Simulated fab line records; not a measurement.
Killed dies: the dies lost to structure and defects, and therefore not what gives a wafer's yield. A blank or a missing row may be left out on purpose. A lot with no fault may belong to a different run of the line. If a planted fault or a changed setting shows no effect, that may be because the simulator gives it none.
fab line records ; flow berkeley_cmos170
record lots=5; wafers=23
route steps=331 shown M3@322
start_h: start of the lot's first displayed wafer, in hours after the record's first day ; wait_h: hours from the lot's prior step to this one ; " unchanged from the row above ; L1.1+2: several wafers, shown together as one row ; - value missing, or start not given ; * or withheld: withheld ; < > ~ a bound
route shown NAME@n: names a module that has steps shown in the file, with the first one's number in the route ; usual: mean/standard deviation taken from wafers without a fault ; same: alike in all rows ; chamber/n: place in a boat ; sites: per-site readings ; _std_site: the standard deviation of these ; _edge_site: outer sites' mean less inner sites' ; radius_mm: how far each site lies from the wafer's centre ; mask NAME#n: copy n ; behind: the tool/chamber that last shaped the wafer ; hold: what put the lot on hold/how long, in hours/how the hold closed ; device: the n, p or np transistor that did not switch ; end of line: tests of these same wafers at the route's end ; a step given without rows: its recipe and nothing more ; killed: the dies lost at the first sort to structure and to defects; this is not the yield of the wafer ; map: dies across one wafer; x = killed, . = not, _ = none there
set.NAME: setting as actually run; set.NAME@STEP: the setting as run at that earlier step ; model.NAME: the simulator's own value behind a step, which no gauge read
lots whose settings were changed on purpose; a table a step, a row a wafer
## steps
# step UCB170_M3_PEB_13
# recipe peb_temp_c=130; peb_time_s=withheld; resist=KrF
lot.wafer;tool;chamber;start_h;wait_h;set.peb_temp_c
L074.1+3+5;litho_track-04;0;-;-;126.7
L074.2+4;litho_track-04;0;-;-;130
L076.1+2+6;litho_track-01;0;233.20;0.2;130
L085.1+2;litho_track-04;0;-;-;133.1
L085.4+5+6;litho_track-04;0;-;-;130
L082.2+3+5;litho_track-04;0;-;-;130
L082.4+6;litho_track-04;0;-;-;131
L080.1+4+5;litho_track-03;0;-;-;130
L080.2+6;litho_track-03;0;-;-;133.8
# step UCB170_M3_DEVELOP_14
# recipe developer=TMAH; develop_time_s=45; resist=KrF; dev_temp_c=21
# step UCB170_M3_CD_MEAS_15
# recipe target_cd_nm=700
# usual cd_nm=699.8/1.3
lot.wafer;tool;chamber;start_h;wait_h;set.peb_temp_c@M3_PEB_13;cd_nm
L074.1;cd_sem-01;-;206.97;-;126.7;723.1
L074.2;cd_sem-01;-;206.97;-;130;697.7
L074.3;cd_sem-01;-;206.97;-;126.7;721.6
L074.4;cd_sem-01;-;206.97;-;130;698.8
L074.5;cd_sem-01;-;206.97;-;126.7;721.6
L076.1;cd_sem-01;-;233.48;-;130;700.5
L076.2;cd_sem-01;-;233.48;-;130;699.3
L076.6;cd_sem-01;-;233.48;-;130;699.6
L085.1;cd_sem-01;-;282.92;-;133.1;680.0
L085.2;cd_sem-01;-;282.92;-;133.1;682.4
L085.4;cd_sem-01;-;282.92;-;130;699.4
L085.5;cd_sem-01;-;282.92;-;130;698.8
L085.6;cd_sem-01;-;282.92;-;130;700.3
L082.2;cd_sem-01;-;283.21;-;130;703.1
L082.3;cd_sem-01;-;283.21;-;130;703.2
L082.4;cd_sem-01;-;283.21;-;131;695.5
L082.5;cd_sem-01;-;283.21;-;130;701.1
L082.6;cd_sem-01;-;283.21;-;131;695.8
L080.1;cd_sem-01;-;283.65;-;130;696.4
L080.2;cd_sem-01;-;283.65;-;133.8;675.6
L080.4;cd_sem-01;-;283.65;-;130;698.6
L080.5;cd_sem-01;-;283.65;-;130;697.3
L080.6;cd_sem-01;-;283.65;-;133.8;676.6
# step UCB170_M3_ETCH_17
# recipe chemistry=N2/H2; target_depth_a=withheld; overetch_a=withheld; target=BARC; time_s=withheld; source_w=500; bias_w=100; pressure_mtorr=30; n2_flow_sccm=100; h2_flow_sccm=200
lot.wafer;tool;chamber;start_h;wait_h;set.peb_temp_c@M3_PEB_13;model.M3.cd_nm
L074.1;rie_diel-01;0;207.12;0.0;126.7;724.1
L074.2;rie_diel-01;3;207.12;0.0;130;697.3
L074.3;rie_diel-01;2;207.12;0.0;126.7;722
L074.4;rie_diel-01;1;207.12;0.0;130;698
L074.5;rie_diel-01;2;207.12;0.0;126.7;722.5
L076.1;rie_diel-02;1;233.63;0.0;130;700
L076.2;rie_diel-02;2;233.63;0.0;130;698.7
L076.6;rie_diel-02;2;233.63;0.0;130;699.4
L085.1;rie_diel-01;1;283.07;0.0;133.1;679.8
L085.2;rie_diel-01;3;283.07;0.0;133.1;682.8
L085.4;rie_diel-01;3;283.07;0.0;130;699.3
L085.5;rie_diel-01;2;283.07;0.0;130;700.9
L085.6;rie_diel-01;1;283.07;0.0;130;699.5
L082.2;rie_diel-04;1;283.35;0.0;130;702
L082.3;rie_diel-04;0;283.35;0.0;130;702.8
L082.4;rie_diel-04;2;283.35;0.0;131;694.5
L082.5;rie_diel-04;1;283.35;0.0;130;700.1
L082.6;rie_diel-04;2;283.35;0.0;131;694.6
L080.1;rie_diel-01;2;283.81;0.0;130;698.1
L080.2;rie_diel-01;1;283.81;0.0;133.8;675.4
L080.4;rie_diel-01;2;283.81;0.0;130;699.9
L080.5;rie_diel-01;3;283.81;0.0;130;697.2
L080.6;rie_diel-01;1;283.81;0.0;133.8;676.2
# step UCB170_M3_METAL_ETCH_18
# recipe chemistry=Cl2/BCl3; target=Al; stop_on=SiO2; pressure_mtorr=11.8; target_depth_a=11700; over_etch_frac=0.3; time_s=195; icp_w=600; bias_w=120; Cl2_flow_sccm=90; bcl3_flow_sccm=45
# usual oes_product_au=0.848/0.015
lot.wafer;tool;chamber;start_h;wait_h;set.time_s@M3_SPUTTER_01;set.resist_thk_nm@M3_COAT_10;oes_product_au;model.KrF_of_M3_COAT_10.thk_nm
L074.1;rie_metal-04;1;207.16;-;102.7;900;0.797;-
L074.2;rie_metal-04;0;207.16;-;120;900;0.823;235.5
L074.3;rie_metal-04;1;207.16;-;120;861.6;0.862;191
L074.4;rie_metal-04;0;207.16;-;120;900;0.833;235.6
L074.5;rie_metal-04;0;207.16;-;102.7;861.6;0.758;-
L076.1;rie_metal-03;0;233.67;-;120;900;0.820;225.2
L076.2;rie_metal-03;1;233.67;-;120;900;0.875;204
L076.6;rie_metal-03;1;233.67;-;120;900;0.869;208.4
L085.1;rie_metal-03;1;283.11;-;120;855.7;0.859;186.3
L085.2;rie_metal-03;1;283.11;-;120;900;0.869;234.4
L085.4;rie_metal-03;1;283.11;-;135.5;900;0.920;-
L085.5;rie_metal-03;1;283.11;-;135.5;855.7;0.934;-
L085.6;rie_metal-03;1;283.11;-;120;900;0.859;232.5
L082.2;rie_metal-04;1;283.39;-;120;937.6;0.852;266.6
L082.3;rie_metal-04;1;283.39;-;120;937.6;0.844;271.9
L082.4;rie_metal-04;0;283.39;-;136.5;900;0.894;-
L082.5;rie_metal-04;0;283.39;-;136.5;900;0.891;-
L082.6;rie_metal-04;1;283.39;-;136.5;937.6;0.920;-
L080.1;rie_metal-01;0;283.85;-;114;857.9;0.856;144.9
L080.2;rie_metal-01;1;283.85;-;114;900;0.820;-
L080.4;rie_metal-01;1;283.85;-;120;900;0.849;187.1
L080.5;rie_metal-01;1;283.85;-;114;857.9;0.828;133.4
L080.6;rie_metal-01;0;283.85;-;120;857.9;0.863;143.2
# step UCB170_M3_STRIP_19
# recipe chemistry=O2; power_w=400; pressure_mtorr=3500; platen_temp_c=withheld; o2_flow_sccm=400; overash_fraction=0.5
# usual oes_product_au=0.546/0.022
lot.wafer;tool;chamber;start_h;wait_h;set.resist_thk_nm@M3_COAT_10;oes_product_au
L074.1;plasma_asher-02;1;207.35;0.1;900;0.567
L074.2;plasma_asher-02;0;207.35;0.1;900;0.572
L074.3;plasma_asher-02;0;207.35;0.1;861.6;0.522
L074.4;plasma_asher-02;1;207.35;0.1;900;0.554
L074.5;plasma_asher-02;0;207.35;0.1;861.6;0.531
L076.1;plasma_asher-03;0;233.86;0.1;900;0.557
L076.2;plasma_asher-03;1;233.86;0.1;900;0.539
L076.6;plasma_asher-03;0;233.86;0.1;900;0.538
L085.1;plasma_asher-02;1;283.49;0.3;855.7;0.525
L085.2;plasma_asher-02;0;283.49;0.3;900;0.569
L085.4;plasma_asher-02;1;283.49;0.3;900;0.562
L085.5;plasma_asher-02;0;283.49;0.3;855.7;0.514
L085.6;plasma_asher-02;1;283.49;0.3;900;0.552
L082.2;plasma_asher-01;0;283.58;0.1;937.6;0.600
L082.3;plasma_asher-01;0;283.58;0.1;937.6;0.609
L082.4;plasma_asher-01;1;283.58;0.1;900;0.579
L082.5;plasma_asher-01;1;283.58;0.1;900;0.572
L082.6;plasma_asher-01;0;283.58;0.1;937.6;0.601
L080.1;plasma_asher-01;0;284.10;0.2;857.9;0.475
L080.2;plasma_asher-01;1;284.10;0.2;900;0.512
L080.4;plasma_asher-01;0;284.10;0.2;900;0.524
L080.5;plasma_asher-01;0;284.10;0.2;857.9;0.463
L080.6;plasma_asher-01;1;284.10;0.2;857.9;0.468
# step UCB170_M3_CD_MEAS_90
# recipe target_cd_nm=700
# usual cd_nm=702/4.7
lot.wafer;tool;chamber;start_h;wait_h;set.peb_temp_c@M3_PEB_13;cd_nm
L074.1;cd_sem-02;-;207.45;0.1;126.7;724
L074.2;cd_sem-02;-;207.45;0.1;130;699
L074.3;cd_sem-02;-;207.45;0.1;126.7;724
L074.4;cd_sem-02;-;207.45;0.1;130;704
L074.5;cd_sem-02;-;207.45;0.1;126.7;730
L076.1;cd_sem-02;-;233.96;0.1;130;702
L076.2;cd_sem-02;-;233.96;0.1;130;705
L076.6;cd_sem-02;-;233.96;0.1;130;705
L085.1;cd_sem-02;-;283.59;0.1;133.1;688
L085.2;cd_sem-02;-;283.59;0.1;133.1;690
L085.4;cd_sem-02;-;283.59;0.1;130;707
L085.5;cd_sem-02;-;283.59;0.1;130;709
L085.6;cd_sem-02;-;283.59;0.1;130;708
L082.2;cd_sem-01;-;283.79;0.2;130;700
L082.3;cd_sem-01;-;283.79;0.2;130;705
L082.4;cd_sem-01;-;283.79;0.2;131;700
L082.5;cd_sem-01;-;283.79;0.2;130;706
L082.6;cd_sem-01;-;283.79;0.2;131;694
L080.1;cd_sem-02;-;284.20;0.1;130;702
L080.2;cd_sem-02;-;284.20;0.1;133.8;674
L080.4;cd_sem-02;-;284.20;0.1;130;696
L080.5;cd_sem-02;-;284.20;0.1;130;695
L080.6;cd_sem-02;-;284.20;0.1;133.8;679
## key
split step=UCB170_M3_PEB_13; setting=peb_temp_c; stated=130; by=wafer
response step=UCB170_M3_CD_MEAS_15; reading=cd_nm; change=-8.08; per=1%; r=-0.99
response step=UCB170_M3_ETCH_17; reading=model.M3.cd_nm; change=-8.47; per=1%; r=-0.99
response step=UCB170_M3_CD_MEAS_90; reading=cd_nm; change=-8.18; per=1%; r=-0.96
split outside_this_file step=UCB170_M3_SPUTTER_01 setting=time_s
split outside_this_file step=UCB170_M3_COAT_10 setting=resist_thk_nm
# split outside_this_file: this setting was split too, and the file shows its column; the key of that split is in another file
